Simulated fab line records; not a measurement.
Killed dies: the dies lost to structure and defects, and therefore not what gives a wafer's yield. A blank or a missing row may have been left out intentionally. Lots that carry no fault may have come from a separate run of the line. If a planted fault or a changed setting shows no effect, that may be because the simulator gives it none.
fab line records    flow berkeley_cmos170
[record] lots = 5  wafers = 15  last_day = 13
route steps=331 shown ZERO@8 NWELL@14
lots that met no fault: taken from a fault-free run of the same line
start_h: the number of hours between the record's first day and the start of the first shown wafer of the lot    wait_h: time in hours since the lot's previous step    " unchanged from the row above    L1.1+2: several wafers, shown together as one row    - no value, or no start was given    * or withheld: withheld    < > ~ a bound
route shown NAME@n: NAME is a module with steps in the file, n the number in the route of the first one    usual: mean/standard deviation taken from wafers without a fault    same: alike in all rows    chamber/n: place in a boat    sites: readings site by site    _std_site: the standard deviation of these    _edge_site: outer sites' mean less inner sites'    radius_mm: for every site, how far away it sits from the centre of the wafer    mask NAME#n: copy n    behind: the most recent tool/chamber to have shaped the wafer    hold: what put the lot on hold/how long, in hours/how the hold closed    device: the n, p or np transistor that did not switch    end of line: tests run on the same wafers once the route is complete    a step with no rows: only its recipe    killed: at the first sort, the dies lost to defects and structure; wafer yield is something else    map: per-die view of a wafer (x killed, . not killed, _ where there is no die)
set.NAME: setting as actually run; set.NAME@STEP: the setting as run at that earlier step    model.NAME: the simulator's own value behind a step, which no gauge read
lots at selected steps of the route; one table per step, one row per wafer
services: a tool's chamber out of use, with start hour (start_h, from the record's first day; less than 0 if before it), hours out, and reason
[[steps]]
[step UCB170_ZERO_SOFTBAKE_02]
[recipe] resist = KrF  temp_c = 130  time_s = 60
[same] time_s = 60
lot.wafer   tool            chamber  start_h  wait_h
L076.2+3+4  litho_track-03  0        34.72    0.1
L078.3+4+5  litho_track-03  0        42.80    0.1
L080.1+3+5  litho_track-04  0        51.42    0.1
L082.2+5+6  litho_track-04  0        61.48    0.1
L096.1+2+3  litho_track-01  0        128.87   0.1
[step UCB170_ZERO_EXPOSE_03]
[recipe] mask_id = PM_MARKS  na = 0.5  sigma_outer = 0.6  source_shape = conventional  target_cd_nm = 4000  dose_mj = 30
[usual] reticle_temp_C = 22.99/0.11
lot.wafer  tool            chamber  start_h  wait_h  mask        reticle_temp_C
L076.2     krf_scanner-02  0        35.16    0.4     PM_MARKS#0  23.08
L076.3     "               0        "        "       PM_MARKS#0  22.96
L076.4     "               0        "        "       PM_MARKS#0  23.04
L078.3     krf_scanner-02  0        42.94    0.1     PM_MARKS#0  23.02
L078.4     "               0        "        "       PM_MARKS#0  23.00
L078.5     "               0        "        "       PM_MARKS#0  23.02
L080.1     krf_scanner-01  0        51.57    0.1     PM_MARKS#0  22.63
L080.3     "               0        "        "       PM_MARKS#0  22.84
L080.5     "               0        "        "       PM_MARKS#0  22.71
L082.2     krf_scanner-01  0        61.75    0.2     PM_MARKS#0  22.87
L082.5     "               0        "        "       PM_MARKS#0  22.95
L082.6     "               0        "        "       PM_MARKS#0  22.88
L096.1     krf_scanner-01  0        129.28   0.4     PM_MARKS#0  22.87
L096.2     "               0        "        "       PM_MARKS#0  22.93
L096.3     "               0        "        "       PM_MARKS#0  22.98
[step UCB170_ZERO_PEB_04]
[recipe] peb_temp_c = 130  peb_time_s = withheld  resist = KrF
lot.wafer   tool            chamber  start_h  wait_h
L076.2+3+4  litho_track-01  0        35.29    0.1
L078.3+4+5  litho_track-04  0        43.21    0.3
L080.1+3+5  litho_track-01  0        51.89    0.3
L082.2+5+6  litho_track-04  0        61.87    0.1
L096.1+2+3  litho_track-04  0        129.63   0.3
[step UCB170_ZERO_DEVELOP_05]
[recipe] developer = TMAH  develop_time_s = 45  resist = KrF  dev_temp_c = 21
[same] develop_time_s = 45
lot.wafer   tool            chamber  start_h  wait_h
L076.2+3+4  litho_track-01  0        -        -
L078.3+4+5  litho_track-04  0        -        -
L080.1+3+5  litho_track-01  0        -        -
L082.2+5+6  litho_track-04  0        -        -
L096.1+2+3  litho_track-04  0        -        -
[step UCB170_ZERO_ETCH_06]
[recipe] chemistry = CHF3/CF4/Ar  target = SiO2  time_s = 12  pressure_mtorr = 100  rf_w = 500  CHF3_flow_sccm = 50  cf4_flow_sccm = 10  Ar_flow_sccm = 120  over_etch_frac = 1.58
[usual] cf4_flow_sccm = 10.00/0.033  drypump_motor_current_A = 5.6/0.51  oes_product_au = 0.620/0.0077  throttle_valve_pct = 9.28/0.12
[same] time_s = 12
lot.wafer  tool         chamber  start_h  wait_h  cf4_flow_sccm  drypump_motor_current_A  oes_product_au  rf_hours_counter_h  throttle_valve_pct
L076.2     rie_diel-02  2        35.54    -       9.95           5.5                      0.609           88                  9.17
L076.3     "            0        "        "       10.05          6.5                      0.618           100                 9.46
L076.4     "            1        "        "       10.01          4.9                      0.631           53                  9.27
L078.3     rie_diel-02  1        43.44    -       10.06          4.9                      0.631           54                  9.24
L078.4     "            2        "        "       9.99           5.4                      0.603           88                  9.20
L078.5     "            3        "        "       9.96           5.9                      0.616           -                   9.35
L080.1     rie_diel-04  2        52.17    -       10.04          5.7                      0.623           113                 9.28
L080.3     "            1        "        "       9.99           6.4                      0.610           111                 9.40
L080.5     "            0        "        "       9.99           5.0                      0.627           -                   9.32
L082.2     rie_diel-01  1        62.12    -       10.01          5.5                      0.630           92                  9.11
L082.5     "            1        "        "       10.04          5.5                      0.614           -                   9.09
L082.6     "            2        "        "       9.98           5.9                      0.619           -                   9.40
L096.1     rie_diel-01  1        129.91   -       10.08          5.6                      0.632           93                  9.10
L096.2     "            2        "        "       10.01          5.9                      0.622           60                  9.39
L096.3     "            0        "        "       9.95           5.7                      0.619           46                  9.11
[step UCB170_ZERO_STRIP_07]
[recipe] chemistry = O2  power_w = 400  pressure_mtorr = 3500  platen_temp_c = withheld  o2_flow_sccm = 400  overash_fraction = 0.5
[usual] drypump_motor_current_A = 5.86/0.28  oes_product_au = 0.727/0.0043  strip_time_to_endpoint_s = 21.51/0.064
lot.wafer  tool             chamber  start_h  wait_h  drypump_motor_current_A  oes_product_au  rf_hours_counter_h  strip_time_to_endpoint_s
L076.2     plasma_asher-04  0        35.56    0.0     6.34                     0.731           29                  21.46
L076.3     "                0        "        "       6.32                     0.728           -                   21.49
L076.4     "                1        "        "       5.91                     0.733           -                   21.51
L078.3     plasma_asher-04  1        43.49    0.0     5.96                     0.727           -                   21.56
L078.4     "                0        "        "       6.36                     0.726           -                   21.55
L078.5     "                1        "        "       5.96                     0.733           -                   21.62
L080.1     plasma_asher-04  0        52.19    0.0     6.28                     0.730           31                  21.64
L080.3     "                1        "        "       5.89                     0.733           -                   21.52
L080.5     "                0        "        "       6.30                     0.728           -                   21.57
L082.2     plasma_asher-04  0        62.14    0.0     6.31                     0.726           32                  21.49
L082.5     "                1        "        "       5.88                     0.726           -                   21.39
L082.6     "                0        "        "       6.32                     0.733           -                   21.48
L096.1     plasma_asher-03  1        129.93   0.0     5.55                     0.722           41                  21.47
L096.2     "                0        "        "       5.77                     0.727           41                  21.65
L096.3     "                0        "        "       5.78                     0.735           -                   21.59
[step UCB170_NWELL_WET_ETCH_00]
[recipe] chemistry = dHF  dilution = 25:1  target = SiO2  temp_c = 25  time_s = 200
[usual] bath_heat_duty_pct = 6.5/0.93
[same] time_s = 200
lot.wafer  tool          chamber  start_h  wait_h  bath_heat_duty_pct
L076.2     wet_bench-03  0        35.73    0.1     5.4
L076.3     "             0        "        "       5.3
L076.4     "             0        "        "       5.7
L078.3     wet_bench-03  2        43.58    0.1     4.3
L078.4     "             2        "        "       5.3
L078.5     "             2        "        "       5.8
L080.1     wet_bench-03  1        52.29    0.1     8.2
L080.3     "             1        "        "       7.6
L080.5     "             1        "        "       7.5
L082.2     wet_bench-03  3        62.24    0.1     6.1
L082.5     "             3        "        "       5.7
L082.6     "             3        "        "       7.0
L096.1     wet_bench-03  2        130.03   0.1     5.9
L096.2     "             2        "        "       5.7
L096.3     "             2        "        "       5.0
[[services]]
tool             chamber  start_h  hours  kind
rie_diel-02      0        20.23    6.6    repair
plasma_asher-04  -        25.17    4.0    pm
rie_diel-01      1        37.18    4.0    repair
rie_diel-04      0        39.64    7.2    repair
plasma_asher-04  -        57.62    0.4    repair
rie_diel-01      -        62.63    0.7    repair
rie_diel-04      3        62.69    4.4    repair
krf_scanner-02   -        62.77    1.3    pm
krf_scanner-01   -        73.85    1.0    pm
litho_track-01   -        76.32    -      consumable_replace:filter
krf_scanner-01   0        80.74    -      calibration
plasma_asher-04  -        87.68    1.1    repair
rie_diel-01      1        95.64    16.7   repair
krf_scanner-02   0        100.28   -      calibration
krf_scanner-01   -        105.07   1.3    pm
rie_diel-01      3        110.92   7.8    repair
krf_scanner-02   -        117.65   0.8    pm
krf_scanner-01   -        127.44   0.2    repair
krf_scanner-02   -        129.31   1.0    pm
[[key]]
fault none
